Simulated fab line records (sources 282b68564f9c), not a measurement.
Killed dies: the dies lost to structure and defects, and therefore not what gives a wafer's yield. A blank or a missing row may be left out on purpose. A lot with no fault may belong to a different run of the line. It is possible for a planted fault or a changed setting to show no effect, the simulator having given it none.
Chamber matching ; flow rit_cmos ; 4 sister chambers for RIT_ACTIVE_ETCH_13 on rie_diel-02
The step etches Si3N4 in SF6, stops on SiO2, time 210 s, target depth 210 nm. 14 wafers are shown with their chamber, then 7 later ones without.

WAFERS, EACH WITH ITS CHAMBER
wafer;chamber;throttle_valve_pct (%);oes_product_au (a.u.)
L555.2;3;7.64;0.820
L555.5;3;7.65;0.809
L555.6;0;7.56;0.843
L556.1;0;7.54;0.845
L556.4;2;7.55;0.814
L556.5;3;7.64;0.805
L559.2;3;7.65;0.810
L559.4;1;7.36;0.821
L559.6;3;7.64;0.819
L563.1;2;7.53;0.809
L563.3;3;7.64;0.824
L563.4;0;7.53;0.843
L566.1;1;7.34;0.816
L566.3;0;7.54;0.839

SIGNATURES (averages over the wafers above)
reading;chamber 0;chamber 1;chamber 2;chamber 3;scatter within a chamber
throttle_valve_pct;7.5425;7.3500;7.5400;7.6433;0.01
oes_product_au;0.84250;0.81850;0.81150;0.81450;0.00571
Rule: for a wafer and a chamber, the distance is found by dividing, reading by reading, the gap between the wafer's reading and the chamber's mean by the reading's scatter, squaring, summing and taking the root. If the next closest chamber is less than 2 further off than the closest, the wafer can't be placed; otherwise it belongs to the closest. The scatter is the square root of a quotient: the sum, over the shown wafers, of each reading's squared deviation from its chamber's mean, divided by wafers minus chambers.

WAFERS MISSING THEIR CHAMBER
wafer;throttle_valve_pct (%);oes_product_au (a.u.)
L566.6;7.52;0.805
L573.2;7.55;0.833
L573.4;7.52;0.817
L573.5;7.66;0.806
L576.3;7.56;0.841
L576.5;7.64;0.813
L576.6;7.54;0.809

THE CHAMBER EACH PASSED THROUGH
wafer;from the rows above;in truth
L566.6;2;2
L573.2;0;0
L573.4;2;2
L573.5;3;3
L576.3;0;0
L576.5;3;3
L576.6;2;2
7 of 7 placed correctly. Number that these rows cannot place: 0. Number placed wrongly: 0.
